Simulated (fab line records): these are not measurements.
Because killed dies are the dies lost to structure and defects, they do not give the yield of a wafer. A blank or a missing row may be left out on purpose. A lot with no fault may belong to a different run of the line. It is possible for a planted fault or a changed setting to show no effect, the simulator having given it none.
Matching of chambers + flow berkeley-cmos170 + UCB170_SPACER_ETCHBACK_03 on rie-diel-01 has 4 sister chambers
The step etches SiO2 in CHF3/CF4/Ar, stops on Si, target depth 376 nm, time 100 s. 8 wafers are shown with their chamber, then 6 later ones without.

WAFERS, EACH WITH ITS CHAMBER
| wafer  | chamber | drypump-motor-current-A (A) | throttle-valve-pct (%) |
|--------|---------|-----------------------------|------------------------|
| L636.1 | 2       | 6.4                         | 6.50                   |
| L636.6 | 1       | 4.7                         | 6.22                   |
| L644.4 | 1       | 4.7                         | 6.25                   |
| L648.1 | 2       | 6.4                         | 6.51                   |
| L648.4 | 3       | 5.4                         | 6.57                   |
| L649.2 | 3       | 5.3                         | 6.56                   |
| L649.3 | 0       | 6.3                         | 6.50                   |
| L649.5 | 0       | 6.3                         | 6.49                   |

WAFERS WITHOUT THEIR CHAMBER
| wafer  | drypump-motor-current-A (A) | throttle-valve-pct (%) |
|--------|-----------------------------|------------------------|
| L654.2 | 6.4                         | 6.51                   |
| L654.5 | 4.7                         | 6.23                   |
| L654.6 | 5.3                         | 6.56                   |
| L655.1 | 4.7                         | 6.24                   |
| L655.2 | 5.4                         | 6.57                   |
| L655.6 | 5.4                         | 6.57                   |

EACH ONE'S CHAMBER
| wafer  | from the rows above | in truth |
|--------|---------------------|----------|
| L654.2 | 2                   | 2        |
| L654.5 | 1                   | 1        |
| L654.6 | 3                   | 3        |
| L655.1 | 1                   | 1        |
| L655.2 | 3                   | 3        |
| L655.6 | 3                   | 3        |
Correctly placed: 6 of 6. Can't be placed from these rows: 0. Placed wrongly: 0.
How it was worked out, from the rows above alone: a wafer's distance from a chamber is the root of the sum, over the readings, of the square of ((its reading less the chamber's mean) divided by the reading's scatter). The wafer belongs to the nearest chamber; if the next one is less than 2 further off, it can't be placed. For every chamber, the mean is computed from those of its wafers that are shown. How the scatter is found: for the shown wafers, subtract from each reading the mean of its chamber, square and add these, divide the total by (wafers less chambers), then take the root.
